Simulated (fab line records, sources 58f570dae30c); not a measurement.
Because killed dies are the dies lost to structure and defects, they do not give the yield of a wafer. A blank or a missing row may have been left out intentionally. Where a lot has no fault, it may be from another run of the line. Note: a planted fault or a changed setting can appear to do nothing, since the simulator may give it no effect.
A struck lot beside a sound one / flow berkeley-cmos170 / 6 steps out of a route of 331
Sound: these wafers, L689.1, L689.4, L689.6. Wafers struck: L690.1, L690.2, L690.6. The cause comes at the end.
Each step with rows lists, per side, the tool, then ch with its chambers, then its first start. Under that, the readings that differ: sound wafers / struck wafers / difference of the means / sigmas: that difference in standard deviations of wafers without a fault.
alike: readings whose means differ by less than 2 such deviations, and words and numbers that are the same on both sides. not compared: withheld readings, readings that some wafer has no value for, bounds like >300 that may hide the same value, and numbers for which the record gives no deviation and whose values overlap.
The two part at a step that has a row with sigmas, a row that says differs or no value, or rows on one side only. Non-overlapping numbers with no deviation appear without sigmas and do not part them. A reading missing from all wafers of one side parts the sides only when that side holds two or more wafers.

UCB170_START_BOW_MEAS_00:
  sound: film-metro-04 at day 1 20:00; struck: film-metro-01 at day 2 01:00
  alike: INCOMING_BOW
then, 1 step without rows for these wafers: UCB170_START_CLEAN_01 (cleans in dHF, time 60 s).
UCB170_START_OXIDATION_02: target thk 20 nm, ox time 1800 s.
  sound on furnace-01 ch 0, day 1 22:14; struck on furnace-04 ch 0, day 2 07:53
  alike: spike-tc-centre-C
UCB170_START_THK_MEAS_03:
  sound: film-metro-02 at day 1 23:44; struck: film-metro-04 at day 2 09:23
reading=START_OXIDE_THK (nm); sound=20.5 20.6 20.2; struck=32.6 32.2 31.7; difference=+11.7; sigmas=+32
then, 2 steps without rows for these wafers: UCB170_START_ANNEAL_04 (time 1200 s); UCB170_M3_PROBE_99.

## WHERE THEY PART
At UCB170_START_THK_MEAS_03 and nowhere else, as far as this record goes.

WHY: what the simulator had put in
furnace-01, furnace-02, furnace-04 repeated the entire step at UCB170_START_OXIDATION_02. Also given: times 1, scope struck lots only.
